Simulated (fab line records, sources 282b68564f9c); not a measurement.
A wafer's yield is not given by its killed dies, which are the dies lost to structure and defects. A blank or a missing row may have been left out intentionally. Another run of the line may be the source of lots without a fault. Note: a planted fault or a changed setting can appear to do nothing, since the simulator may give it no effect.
fab line records	flow rit-cmos
record: lots: 5	wafers: 23
route steps=202 shown ACTIVE@4 FOX1@20 NRETRO@55 GATE@91 REOX@101 NLDD@111 PLDD@122 SPACER@125 NSD@139 PSD@147 SILICIDE@162 M1@202
start-h: start of the lot's first displayed wafer, in hours after the record's first day	wait-h: hours since the lot's step before	" same as the row above	L1.1+2: a row that stands for several wafers	- no value present, or no start provided	* or withheld: withheld	< > ~ a bound
route shown NAME@n: a module of which the file shows steps, and the number in the route of the first	usual: the fault-free wafers' mean and standard deviation	same: alike in all rows	chamber/n: place in a boat	sites: per-site readings	_std_site: standard deviation across them	_edge_site: mean of outer sites minus mean of inner sites	radius-mm: how far each site lies from the wafer's centre	mask NAME#n: copy n	behind: the last tool/chamber to shape the wafer	hold: reason for holding the lot/hours on hold/outcome of the hold	device: the transistor (n, p or np) that didn't switch	end of line: the tests these same wafers got at the end of their route	for a step that has no rows: nothing shown but its recipe	killed: at the first sort, the dies lost to defects and structure; wafer yield is something else	map: a wafer's dies, marking killed ones x, the rest . and places with no die _
set.NAME: the run value of the setting; set.NAME@STEP: its run value at that earlier step	model.NAME: the simulator's own value behind a step, which no gauge read
lots where settings were altered on purpose, with a table for each step and a row for each wafer
== steps ==
step: RIT_ACTIVE_CVD_03
recipe: material: Si3N4	target-thk-nm: 150	temp-c: 810	precursor: SiH2Cl2/NH3	time-s: 1500	pressure-mtorr: 300	sih2cl2-flow-sccm: 60	nh3-flow-sccm: 150
lot.wafer	tool	chamber	start-h	wait-h	set.nh3-flow-sccm
L074.1+2+3+4+6	-	-	-	0.1	159.7
L080.3+4+5	lpcvd-02	1	42.11	0.0	150
L082.1+2+4+5+6	-	-	-	0.1	161.2
L083.1+2+3+4+6	-	-	-	0.1	156
L084.1+2+3+4+6	-	-	-	0.1	150
step: RIT_ACTIVE_CLEAN_16
recipe: chemistry: dHF	dilution: 50:1	time-s: 30
lot.wafer	tool	chamber	start-h	wait-h	set.time-s
L074.1+2+3+4+6	-	-	-	0.0	31.38
L080.3+4+5	wet-bench-01	1	45.44	0.0	30
L082.1+2+4+5+6	-	-	-	0.0	30
L083.1+2+3+4+6	-	-	-	0.0	26.19
L084.1+2+3+4+6	-	-	-	0.0	31.53
step: RIT_ACTIVE_CLEAN_17
recipe: chemistry: SC2	mix: 3:3:50	time-s: 600	temp-c: 75	dry: n2-spin
step: RIT_FOX1_OXIDATION_00
recipe: temp-c: 1092	ambient: H2O	target-thk-a: 3507	p-h2o-torr: 720	ox-time-s: 1130
lot.wafer	tool	chamber	start-h	wait-h	set.nh3-flow-sccm@ACTIVE_CVD_03	model.Si3N4_of_ACTIVE_CVD_03.thk-nm
L074.1	furnace-02	0	17.05	1.4	159.7	152.6
L074.2	"	0	"	"	159.7	152
L074.3	"	0	"	"	159.7	150.9
L074.4	"	0	"	"	159.7	151.9
L074.6	"	0	"	"	159.7	150.5
L080.3	furnace-04	0	45.65	0.0	150	145
L080.4+5	"	0	"	"	150	143.8
L082.1	furnace-03	0	56.59	0.7	161.2	153.2
L082.2+6	"	0	"	"	161.2	151.5
L082.4	"	0	"	"	161.2	152.6
L082.5	"	0	"	"	161.2	151.9
L083.1	furnace-04	0	61.37	0.0	156	150.4
L083.2	"	0	"	"	156	149.9
L083.3	"	0	"	"	156	148.6
L083.4	"	0	"	"	156	149.6
L083.6	"	0	"	"	156	150.1
L084.1	furnace-04	0	65.65	0.0	150	142.8
L084.2	"	0	"	"	150	143
L084.3	"	0	"	"	150	142.9
L084.4	"	0	"	"	150	143.9
L084.6	"	0	"	"	150	142.7
step: RIT_NRETRO_SOFTBAKE_02
recipe: resist: NOVOLAK	temp-c: 90	time-s: 60
lot.wafer	tool	chamber	start-h	wait-h	set.temp-c
L074.1+2+3	litho-track-04	0	32.26	0.1	92.47
L074.4+6	"	0	"	"	90
L080.3+4+5	litho-track-02	0	58.40	0.1	90
L082.1+2	litho-track-03	0	69.38	0.1	90
L082.4+5+6	"	0	"	"	87.02
L083.1+6	litho-track-03	0	74.90	0.1	93.29
L083.2+3+4	"	0	"	"	90
L084.1+3+4	litho-track-04	0	79.68	0.1	90
L084.2+6	"	0	"	"	87.09
step: RIT_NRETRO_DEVELOP_05
recipe: resist: NOVOLAK	develop-time-s: 68	dev-temp-c: 23
lot.wafer	tool	chamber	start-h	wait-h	set.develop-time-s	set.temp-c@NRETRO_SOFTBAKE_02	model.NOVOLAK_of_NRETRO_COAT_01.thk-nm
L074.1	litho-track-04	0	-	-	77.38	92.47	1292
L074.2	"	0	"	"	68	92.47	1293
L074.3	"	0	"	"	77.38	92.47	1291
L074.4	"	0	"	"	77.38	90	1296
L074.6	"	0	"	"	68	90	1298
L080.3	litho-track-04	0	-	-	68	90	1298
L080.4	"	0	"	"	68	90	1299
L080.5	"	0	"	"	68	90	1297
L082.1	litho-track-03	0	-	-	68	90	1297
L082.2	"	0	"	"	64.86	90	1299
L082.4	"	0	"	"	68	87.02	1310
L082.5	"	0	"	"	68	87.02	1308
L082.6	"	0	"	"	64.86	87.02	1312
L083.1	litho-track-02	0	-	-	63.62	93.29	1285
L083.2	"	0	"	"	68	90	1294
L083.3	"	0	"	"	63.62	90	1295
L083.4	"	0	"	"	63.62	90	1294
L083.6	"	0	"	"	68	93.29	1283
L084.1	litho-track-03	0	-	-	68	90	1298
L084.2	"	0	"	"	74.3	87.09	1311
L084.3	"	0	"	"	68	90	1299
L084.4	"	0	"	"	74.3	90	1297
L084.6	"	0	"	"	74.3	87.09	1309
step: RIT_GATE_DEVELOP_15
recipe: resist: NOVOLAK	develop-time-s: 50	dev-temp-c: 23
lot.wafer	tool	chamber	start-h	wait-h	set.dev-temp-c
L074.1+3	litho-track-01	0	-	-	23
L074.2+4+6	"	0	"	"	21.96
L080.3+4+5	litho-track-04	0	-	-	23
L082.1+2+4	litho-track-01	0	-	-	23
L082.5+6	"	0	"	"	25.85
L083.1+3	litho-track-01	0	-	-	21.79
L083.2+4+6	"	0	"	"	23
L084.1+2+3	litho-track-02	0	-	-	25.27
L084.4+6	"	0	"	"	23
step: RIT_REOX_OXIDATION_03
recipe: temp-c: 900	ambient: O2	target-thk-a: 252	ox-time-s: 5580
lot.wafer	tool	chamber	start-h	wait-h	set.temp-c	model.SiO2_of_REOX_OXIDATION_03.thk-nm
L074.1	-	-	-	0.4	890	22.46
L074.2	"	-	"	"	890	23.07
L074.3	"	-	"	"	890	22.91
L074.4	"	-	"	"	890	23.23
L074.6	"	-	"	"	890	23.05
L080.3	furnace-04	0	68.46	0.2	900	25.07
L080.4	"	0	"	"	900	24.97
L080.5	"	0	"	"	900	25.74
L082.1	-	-	-	0.2	907.3	27.2
L082.2	"	-	"	"	907.3	27.66
L082.4	"	-	"	"	907.3	27.37
L082.5	"	-	"	"	907.3	27.44
L082.6	"	-	"	"	907.3	27.27
L083.1	-	-	-	0.0	908.8	27.62
L083.2	"	-	"	"	908.8	27.39
L083.3	"	-	"	"	908.8	27.43
L083.4	"	-	"	"	908.8	27.3
L083.6	"	-	"	"	908.8	27.91
L084.1	-	-	-	0.5	912.8	28.69
L084.2	"	-	"	"	912.8	28.79
L084.3	"	-	"	"	912.8	28.12
L084.4	"	-	"	"	912.8	28.51
L084.6	"	-	"	"	912.8	28.6
step: RIT_REOX_THK_MEAS_04
recipe: reads: SiO2_of_REOX_OXIDATION_03
usual: REOX_OXIDE_THK: 25.34/0.27
lot.wafer	tool	chamber	start-h	wait-h	set.temp-c@REOX_OXIDATION_03	REOX_OXIDE_THK[nm]
L074.1	film-metro-04	-	-	-	890	22.50
L074.2	"	-	"	"	890	23.08
L074.3	"	-	"	"	890	22.97
L074.4	"	-	"	"	890	23.23
L074.6	"	-	"	"	890	23.08
L080.3	film-metro-01	-	71.09	0.1	900	25.06
L080.4	"	-	"	"	900	24.98
L080.5	"	-	"	"	900	25.79
L082.1	film-metro-01	-	-	-	907.3	27.21
L082.2	"	-	"	"	907.3	27.65
L082.4	"	-	"	"	907.3	27.42
L082.5	"	-	"	"	907.3	27.48
L082.6	"	-	"	"	907.3	27.29
L083.1	film-metro-01	-	-	-	908.8	27.58
L083.2	"	-	"	"	908.8	27.37
L083.3	"	-	"	"	908.8	27.43
L083.4	"	-	"	"	908.8	27.34
L083.6	"	-	"	"	908.8	27.91
L084.1	film-metro-03	-	-	-	912.8	28.72
L084.2	"	-	"	"	912.8	28.81
L084.3	"	-	"	"	912.8	28.13
L084.4	"	-	"	"	912.8	28.55
L084.6	"	-	"	"	912.8	28.56
step: RIT_NLDD_IMPLANT_08
recipe: species: P	energy-kev: 20	dose-cm2: 5e+14	tilt-deg: 7
lot.wafer	tool	chamber	start-h	wait-h	set.energy-kev	model.implant.drp-nm
L074.1+2+3	implanter-02	0	45.68	0.1	20.44	13.14
L074.4+6	"	0	"	"	20	12.97
L080.3+4+5	implanter-03	0	72.21	0.1	20	12.97
L082.1+5	implanter-01	0	85.82	0.1	19.12	12.62
L082.2+4+6	"	0	"	"	20	12.97
L083.1+4+6	implanter-02	0	88.00	0.1	20	12.97
L083.2+3	"	0	"	"	19.23	12.66
L084.1+2+3+4+6	implanter-01	0	93.28	0.1	20	12.97
step: RIT_PLDD_IMPLANT_08
recipe: species: BF2	energy-kev: 20	dose-cm2: 9e+14	tilt-deg: 7
lot.wafer	tool	chamber	start-h	wait-h	set.dose-cm2
L074.1+6	implanter-02	0	47.10	0.1	9e+14
L074.2+3+4	"	0	"	"	9.498e+14
L080.3+4+5	implanter-02	0	73.76	0.1	9e+14
L082.1+4+5	implanter-04	0	87.44	0.1	8.733e+14
L082.2+6	"	0	"	"	9e+14
L083.1+3+4	implanter-04	0	89.54	0.1	8.656e+14
L083.2+6	"	0	"	"	9e+14
L084.1+4+6	implanter-04	0	94.96	0.1	9.296e+14
L084.2+3	"	0	"	"	9e+14
step: RIT_PLDD_STRIP_09
recipe: chemistry: O2	time-s: 180	resist: NOVOLAK	platen-temp-c: withheld	power-w: 500	pressure-mtorr: 4000	o2-flow-sccm: 4000
step: RIT_SPACER_CLEAN_00
recipe: chemistry: SC1	mix: 3:3:50	time-s: 600	temp-c: 75
lot.wafer	tool	chamber	start-h	wait-h	set.temp-c@REOX_OXIDATION_03	model.SiO2_of_REOX_OXIDATION_03.thk-nm
L074.1	wet-bench-02	0	47.49	0.1	890	20.69
L074.2	"	0	"	"	890	21.26
L074.3	"	0	"	"	890	21.11
L074.4	"	0	"	"	890	21.4
L074.6	"	0	"	"	890	21.23
L080.3	wet-bench-01	3	74.09	0.0	900	23.12
L080.4	"	3	"	"	900	23.04
L080.5	"	3	"	"	900	23.74
L082.1	wet-bench-02	2	87.82	0.1	907.3	25.13
L082.2	"	2	"	"	907.3	25.54
L082.4	"	2	"	"	907.3	25.28
L082.5	"	2	"	"	907.3	25.35
L082.6	"	2	"	"	907.3	25.2
L083.1	wet-bench-02	0	89.93	0.1	908.8	25.53
L083.2	"	0	"	"	908.8	25.31
L083.3	"	0	"	"	908.8	25.35
L083.4	"	0	"	"	908.8	25.23
L083.6	"	0	"	"	908.8	25.79
L084.1	wet-bench-03	2	95.34	0.1	912.8	26.49
L084.2	"	2	"	"	912.8	26.6
L084.3	"	2	"	"	912.8	25.97
L084.4	"	2	"	"	912.8	26.33
L084.6	"	2	"	"	912.8	26.42
step: RIT_SPACER_CVD_03
recipe: material: Si3N4	target-thk-nm: 250	temp-c: 810	precursor: SiH2Cl2/NH3	time-s: 3300	pressure-mtorr: 300	sih2cl2-flow-sccm: 60	nh3-flow-sccm: 150
lot.wafer	tool	chamber	start-h	wait-h	set.temp-c	model.Si3N4_of_SPACER_CVD_03.thk-nm
L074.1	-	-	-	0.0	834.3	385.4
L074.2	"	-	"	"	834.3	384.1
L074.3	"	-	"	"	834.3	384.6
L074.4	"	-	"	"	834.3	385
L074.6	"	-	"	"	834.3	383.9
L080.3	lpcvd-01	1	74.51	0.0	810	251
L080.4	"	1	"	"	810	252.7
L080.5	"	1	"	"	810	249
L082.1	-	-	-	0.0	810	254.7
L082.2	"	-	"	"	810	254
L082.4	"	-	"	"	810	250.3
L082.5	"	-	"	"	810	252.1
L082.6	"	-	"	"	810	250.5
L083.1+6	-	-	-	0.8	810	251.7
L083.2	"	-	"	"	810	252.3
L083.3	"	-	"	"	810	251.6
L083.4	"	-	"	"	810	252.7
L084.1	-	-	-	0.0	810	253.4
L084.2+4	"	-	"	"	810	252.8
L084.3	"	-	"	"	810	252.1
L084.6	"	-	"	"	810	253.7
step: RIT_SPACER_THK_MEAS_04
recipe: reads: Si3N4_of_SPACER_CVD_03
usual: SPACER_NITRIDE_THK: 252.0/1.7
lot.wafer	tool	chamber	start-h	wait-h	set.temp-c@SPACER_CVD_03	SPACER_NITRIDE_THK[nm]
L074.1	film-metro-02	-	-	-	834.3	385.3
L074.2	"	-	"	"	834.3	383.6
L074.3	"	-	"	"	834.3	384.7
L074.4	"	-	"	"	834.3	385.0
L074.6	"	-	"	"	834.3	383.7
L080.3	film-metro-02	-	77.41	0.0	810	251.1
L080.4	"	-	"	"	810	252.7
L080.5	"	-	"	"	810	249.1
L082.1	film-metro-02	-	-	-	810	254.8
L082.2	"	-	"	"	810	254.0
L082.4	"	-	"	"	810	250.2
L082.5	"	-	"	"	810	252.1
L082.6	"	-	"	"	810	250.4
L083.1	film-metro-01	-	-	-	810	251.7
L083.2	"	-	"	"	810	252.3
L083.3	"	-	"	"	810	251.7
L083.4	"	-	"	"	810	252.6
L083.6	"	-	"	"	810	251.8
L084.1	film-metro-02	-	-	-	810	253.5
L084.2	"	-	"	"	810	252.7
L084.3	"	-	"	"	810	252.2
L084.4	"	-	"	"	810	252.8
L084.6	"	-	"	"	810	253.7
step: RIT_SPACER_ETCHBACK_05
recipe: target-depth-a: 2500	SF6_flow_sccm: 30	CHF3_flow_sccm: 30	target: Si3N4	chemistry: SF6/CHF3	pressure-mtorr: 40	rf-w: 250	time-s: 240	stop-on: SiO2
usual: oes-product-au: 0.854/0.016
lot.wafer	tool	chamber	start-h	wait-h	set.temp-c@SPACER_CVD_03	oes-product-au	model.Si3N4_of_SPACER_CVD_03.thk-nm	model.etch.depth-nm
L074.1	rie-diel-01	2	49.83	0.1	834.3	0.979	302.6	310.5
L074.2	"	3	"	"	834.3	0.985	301.5	310.8
L074.3	"	1	"	"	834.3	1.033	301.5	312.5
L074.4	"	0	"	"	834.3	0.982	301.4	314.1
L074.6	"	1	"	"	834.3	1.027	301.1	311.8
L080.3	rie-diel-01	2	77.45	0.0	810	0.834	198.1	251
L080.4	"	1	"	"	810	0.883	199.1	252.7
L080.5	"	1	"	"	810	0.876	196.1	249
L082.1	rie-diel-02	2	91.12	0.1	810	0.868	199.7	254.7
L082.2	"	1	"	"	810	0.876	198.5	254
L082.4	"	0	"	"	810	0.859	195.1	250.3
L082.5	"	3	"	"	810	0.859	197.3	252.1
L082.6	"	0	"	"	810	0.855	195.4	250.5
L083.1	rie-diel-01	2	94.00	0.1	810	0.833	198.4	251.7
L083.2	"	0	"	"	810	0.830	197.8	252.3
L083.3	"	3	"	"	810	0.833	197.3	251.6
L083.4	"	1	"	"	810	0.882	198.9	252.7
L083.6	"	3	"	"	810	0.833	197.6	251.7
L084.1	rie-diel-02	2	98.77	0.1	810	0.859	198	253.4
L084.2	"	1	"	"	810	0.875	197.6	252.8
L084.3	"	0	"	"	810	0.860	196.8	252.1
L084.4	"	3	"	"	810	0.869	197.9	252.8
L084.6	"	2	"	"	810	0.865	198.3	253.7
step: RIT_NSD_IMPLANT_08
recipe: species: P	energy-kev: 25	dose-cm2: 1e+15	tilt-deg: 7
lot.wafer	tool	chamber	start-h	wait-h	set.energy-kev	model.implant.drp-nm
L074.1+2+3+4+6	implanter-04	0	51.14	0.1	25	14.84
L080.3+4+5	implanter-03	0	78.68	0.1	25	14.84
L082.1+2+4+5+6	implanter-03	0	92.43	0.1	25	14.84
L083.1+6	implanter-03	0	95.31	0.1	25.38	14.97
L083.2+3+4	"	0	"	"	25	14.84
L084.1+2+6	implanter-03	0	100.09	0.1	25.52	15.02
L084.3+4	"	0	"	"	25	14.84
step: RIT_PSD_DEVELOP_05
recipe: resist: NOVOLAK	develop-time-s: 50	dev-temp-c: 23
lot.wafer	tool	chamber	start-h	wait-h	set.develop-time-s
L074.1+3+6	litho-track-01	0	-	-	56.01
L074.2+4	"	0	"	"	50
L080.3+4+5	litho-track-01	0	-	-	50
L082.1+5+6	litho-track-02	0	-	-	50
L082.2+4	"	0	"	"	46.24
L083.1+4	litho-track-01	0	-	-	56.04
L083.2+3+6	"	0	"	"	50
L084.1+2	litho-track-04	0	-	-	44.37
L084.3+4+6	"	0	"	"	50
step: RIT_PSD_HARDBAKE_07
recipe: resist: NOVOLAK	temp-c: 140	time-s: 60
step: RIT_SDANNEAL_RS_MEAS_06
recipe: thk-meas-gauge: four-point-probe
usual: PLDD_RS: 178.8/0.4
lot.wafer	tool	chamber	start-h	wait-h	set.dose-cm2@PLDD_IMPLANT_08	PLDD_RS[ohm/sq]
L074.1	film-metro-01	-	53.87	0.1	9e+14	178.8
L074.2	"	-	"	"	9.498e+14	174.5
L074.3	"	-	"	"	9.498e+14	174.8
L074.4	"	-	"	"	9.498e+14	175.1
L074.6	"	-	"	"	9e+14	179.2
L080.3	film-metro-03	-	81.16	0.1	9e+14	178.9
L080.4	"	-	"	"	9e+14	178.8
L080.5	"	-	"	"	9e+14	179.3
L082.1	film-metro-01	-	95.03	0.1	8.733e+14	181.3
L082.2	"	-	"	"	9e+14	179.1
L082.4	"	-	"	"	8.733e+14	181.5
L082.5	"	-	"	"	8.733e+14	181.5
L082.6	"	-	"	"	9e+14	178.8
L083.1	film-metro-02	-	97.91	0.1	8.656e+14	181.6
L083.2	"	-	"	"	9e+14	178.5
L083.3	"	-	"	"	8.656e+14	182.5
L083.4	"	-	"	"	8.656e+14	182.1
L083.6	"	-	"	"	9e+14	178.8
L084.1	film-metro-02	-	102.56	0.1	9.296e+14	175.8
L084.2	"	-	"	"	9e+14	178.4
L084.3	"	-	"	"	9e+14	178.7
L084.4	"	-	"	"	9.296e+14	176.1
L084.6	"	-	"	"	9.296e+14	175.9
step: RIT_SILICIDE_SPUTTER_01
recipe: material: Ti	target-thk-nm: 30	power-w: 350	chamber-pressure-pa: 0.667	gas: Ar	time-s: 240	substrate-temp-c: 25
lot.wafer	tool	chamber	start-h	wait-h	set.power-w	model.Ti_of_SILICIDE_SPUTTER_01.thk-nm
L074.1	pvd-sputter-03	-	54.12	0.0	350	30
L074.2	"	-	"	"	323.1	27.73
L074.3	"	-	"	"	350	30.17
L074.4	"	-	"	"	323.1	27.83
L074.6	"	-	"	"	323.1	27.6
L080.3	pvd-sputter-03	-	81.37	0.0	350	29.74
L080.4	"	-	"	"	350	29.88
L080.5	"	-	"	"	350	29.76
L082.1	pvd-sputter-03	-	95.28	0.0	350	30.2
L082.2	"	-	"	"	350	29.97
L082.4	"	-	"	"	338	28.58
L082.5	"	-	"	"	338	28.75
L082.6	"	-	"	"	350	29.75
L083.1	pvd-sputter-04	-	98.16	0.0	378.5	32.62
L083.2	"	-	"	"	378.5	32.63
L083.3	"	-	"	"	378.5	32.23
L083.4	"	-	"	"	350	29.9
L083.6	"	-	"	"	350	29.85
L084.1	pvd-sputter-03	-	102.81	0.0	350	30.49
L084.2	"	-	"	"	328.1	28.21
L084.3	"	-	"	"	350	30.39
L084.4	"	-	"	"	350	30.05
L084.6	"	-	"	"	328.1	28.43
step: RIT_SILICIDE_RS_MEAS_02
recipe: thk-meas-gauge: four-point-probe	reads: Ti_of_SILICIDE_SPUTTER_01
usual: SILICIDE_TI_RS: 47.9/0.54
lot.wafer	tool	chamber	start-h	wait-h	set.power-w@SILICIDE_SPUTTER_01	SILICIDE_TI_RS[ohm/sq]
L074.1	film-metro-03	-	54.27	0.1	350	47.9
L074.2	"	-	"	"	323.1	52.9
L074.3	"	-	"	"	350	47.6
L074.4	"	-	"	"	323.1	52.7
L074.6	"	-	"	"	323.1	53.3
L080.3	film-metro-02	-	81.56	0.1	350	48.3
L080.4	"	-	"	"	350	48.0
L080.5	"	-	"	"	350	48.2
L082.1	film-metro-03	-	95.43	0.1	350	47.5
L082.2	"	-	"	"	350	47.9
L082.4	"	-	"	"	338	51.0
L082.5	"	-	"	"	338	50.6
L082.6	"	-	"	"	350	48.4
L083.1	film-metro-03	-	98.31	0.1	378.5	43.2
L083.2	"	-	"	"	378.5	43.3
L083.3	"	-	"	"	378.5	43.8
L083.4	"	-	"	"	350	48.2
L083.6	"	-	"	"	350	48.3
L084.1	film-metro-03	-	103.01	0.1	350	47.1
L084.2	"	-	"	"	328.1	52.1
L084.3	"	-	"	"	350	47.3
L084.4	"	-	"	"	350	47.9
L084.6	"	-	"	"	328.1	51.5
step: RIT_SILICIDE_THK_MEAS_03
recipe: thk-meas-gauge: xrf	reads: Ti_of_SILICIDE_SPUTTER_01
usual: SILICIDE_TI_THK: 30.1/0.34
lot.wafer	tool	chamber	start-h	wait-h	set.power-w@SILICIDE_SPUTTER_01	SILICIDE_TI_THK[nm]
L074.1	film-metro-03	-	54.39	0.1	350	30.0
L074.2	"	-	"	"	323.1	27.7
L074.3	"	-	"	"	350	30.0
L074.4	"	-	"	"	323.1	27.9
L074.6	"	-	"	"	323.1	27.6
L080.3	film-metro-02	-	81.66	0.1	350	30.1
L080.4	"	-	"	"	350	30.0
L080.5	"	-	"	"	350	30.0
L082.1	film-metro-03	-	95.55	0.1	350	30.1
L082.2	"	-	"	"	350	30.0
L082.4	"	-	"	"	338	28.6
L082.5	"	-	"	"	338	28.7
L082.6	"	-	"	"	350	29.7
L083.1	film-metro-03	-	98.43	0.1	378.5	32.9
L083.2	"	-	"	"	378.5	32.9
L083.3	"	-	"	"	378.5	32.2
L083.4	"	-	"	"	350	30.1
L083.6	"	-	"	"	350	29.9
L084.1	film-metro-03	-	103.13	0.1	350	30.6
L084.2	"	-	"	"	328.1	28.4
L084.3	"	-	"	"	350	30.5
L084.4	"	-	"	"	350	30.1
L084.6	"	-	"	"	328.1	28.5
step: RIT_M1_PROBE_99
lot.wafer	tool	chamber	start-h	wait-h	set.dev-temp-c@GATE_DEVELOP_15	model.etest.nmos_0p15.r-on-ohm-um	model.etest.nmos_0p3.r-on-ohm-um	model.etest.pmos_0p15.r-on-ohm-um	model.etest.pmos_0p3.r-on-ohm-um	model.etest.pmos-turned.r-on-ohm-um
L074.1+3	prober-02	-	61.02	0.1	23	-	-	-	-	-
L074.2+4+6	prober-02	-	61.07	0.1	21.96	-	-	-	-	-
L080.3	prober-01	-	88.54	0.2	23	1096	2163	2689	6240	3344
L080.4	prober-01	-	88.59	0.2	23	1084	2168	2647	6246	3324
L080.5	prober-01	-	88.64	0.2	23	1136	2207	2816	6439	3554
L082.1	prober-01	-	103.67	0.1	23	1214	2252	3092	6597	4089
L082.2	prober-01	-	103.72	0.1	23	1250	2308	3275	6833	4325
L082.4	prober-01	-	103.82	0.2	23	1222	2261	3174	6697	4229
L082.5	prober-01	-	103.87	0.2	25.85	1372	2436	3613	7177	4656
L082.6	prober-01	-	103.92	0.2	25.85	1350	2409	3570	7108	4551
L083.1	prober-02	-	105.54	0.1	21.79	1194	2275	2890	6546	3851
L083.2	prober-02	-	105.59	0.1	23	1318	2369	3059	6600	3963
L083.3	prober-02	-	105.64	0.2	21.79	1252	2289	2928	6418	3833
L083.4	prober-02	-	105.69	0.2	23	1238	2282	3090	6637	3974
L083.6	prober-02	-	105.79	0.2	23	1246	2273	2978	6411	3926
L084.1	prober-01	-	109.94	0.1	25.27	1341	2370	3414	6994	4370
L084.2	prober-01	-	109.99	0.1	25.27	1324	2384	3429	7039	4498
L084.3	prober-01	-	110.04	0.2	25.27	1324	2351	3335	6964	4290
L084.4	prober-01	-	110.09	0.2	23	1213	2236	2993	6528	3966
L084.6	prober-01	-	110.19	0.2	23	1199	2234	2980	6603	3989
killed by level:class
L080.3 GATE:geometric-particle:short=2 REOX:geometric-particle:open=1 M1:geometric-particle:open=1
L080.4 FOX2:geometric-particle:open=3 REOX:geometric-particle:open=2 GATE:geometric-particle:short=1 GATE:geometric-particle:open=1 REOX:geometric-particle:short=1 SPACER:geometric-particle:open=1 SPACER:geometric-particle:short=1
L080.5 GATE:geometric-particle:short=1 REOX:geometric-particle:open=1
== key ==
split: step: RIT_ACTIVE_CVD_03	setting: nh3-flow-sccm	stated: 150	by: lot
response: step: RIT_FOX1_OXIDATION_00	reading: model.Si3N4_of_ACTIVE_CVD_03.thk-nm	change: +1.2	per: 1%	r: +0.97
split: step: RIT_ACTIVE_CLEAN_16	setting: time-s	stated: 30	by: lot
response none clear
split: step: RIT_NRETRO_SOFTBAKE_02	setting: temp-c	stated: 90	by: wafer
response: step: RIT_NRETRO_DEVELOP_05	reading: model.NOVOLAK_of_NRETRO_COAT_01.thk-nm	change: -3.06	per: 1%	r: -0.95
split: step: RIT_NRETRO_DEVELOP_05	setting: develop-time-s	stated: 68	by: wafer
response none clear
split: step: RIT_GATE_DEVELOP_15	setting: dev-temp-c	stated: 23	by: wafer
response: step: RIT_M1_PROBE_99	reading: model.etest.pmos-turned.r-on-ohm-um	change: +33.9	per: 1%	r: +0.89
response: step: RIT_M1_PROBE_99	reading: model.etest.pmos_0p3.r-on-ohm-um	change: +35.9	per: 1%	r: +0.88
response: step: RIT_M1_PROBE_99	reading: model.etest.pmos_0p15.r-on-ohm-um	change: +35.2	per: 1%	r: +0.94
response: step: RIT_M1_PROBE_99	reading: model.etest.nmos_0p3.r-on-ohm-um	change: +11.8	per: 1%	r: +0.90
response: step: RIT_M1_PROBE_99	reading: model.etest.nmos_0p15.r-on-ohm-um	change: +11.1	per: 1%	r: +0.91
split: step: RIT_REOX_OXIDATION_03	setting: temp-c	stated: 900	by: lot
response: step: RIT_REOX_OXIDATION_03	reading: model.SiO2_of_REOX_OXIDATION_03.thk-nm	change: +2.23	per: 1%	r: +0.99
response: step: RIT_REOX_THK_MEAS_04	reading: REOX_OXIDE_THK	change: +2.23	per: 1%	r: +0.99
response: step: RIT_SPACER_CLEAN_00	reading: model.SiO2_of_REOX_OXIDATION_03.thk-nm	change: +2.09	per: 1%	r: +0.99
split: step: RIT_NLDD_IMPLANT_08	setting: energy-kev	stated: 20	by: wafer
response: step: RIT_NLDD_IMPLANT_08	reading: model.implant.drp-nm	change: +0.0788	per: 1%	r: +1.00
split: step: RIT_PLDD_IMPLANT_08	setting: dose-cm2	stated: 9e+14	by: wafer
response: step: RIT_SDANNEAL_RS_MEAS_06	reading: PLDD_RS	change: -0.809	per: 1%	r: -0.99
split: step: RIT_SPACER_CVD_03	setting: temp-c	stated: 810	by: lot
response: step: RIT_SPACER_CVD_03	reading: model.Si3N4_of_SPACER_CVD_03.thk-nm	change: +44.1	per: 1%	r: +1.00
response: step: RIT_SPACER_THK_MEAS_04	reading: SPACER_NITRIDE_THK	change: +44.1	per: 1%	r: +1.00
response: step: RIT_SPACER_ETCHBACK_05	reading: oes-product-au	change: +0.0476	per: 1%	r: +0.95
response: step: RIT_SPACER_ETCHBACK_05	reading: model.Si3N4_of_SPACER_CVD_03.thk-nm	change: +34.7	per: 1%	r: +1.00
response: step: RIT_SPACER_ETCHBACK_05	reading: model.etch.depth-nm	change: +19.9	per: 1%	r: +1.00
split: step: RIT_NSD_IMPLANT_08	setting: energy-kev	stated: 25	by: wafer
response: step: RIT_NSD_IMPLANT_08	reading: model.implant.drp-nm	change: +0.0892	per: 1%	r: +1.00
split: step: RIT_PSD_DEVELOP_05	setting: develop-time-s	stated: 50	by: wafer
response none clear
split: step: RIT_SILICIDE_SPUTTER_01	setting: power-w	stated: 350	by: wafer
response: step: RIT_SILICIDE_SPUTTER_01	reading: model.Ti_of_SILICIDE_SPUTTER_01.thk-nm	change: +0.32	per: 1%	r: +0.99
response: step: RIT_SILICIDE_RS_MEAS_02	reading: SILICIDE_TI_RS	change: -0.66	per: 1%	r: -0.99
response: step: RIT_SILICIDE_THK_MEAS_03	reading: SILICIDE_TI_THK	change: +0.317	per: 1%	r: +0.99
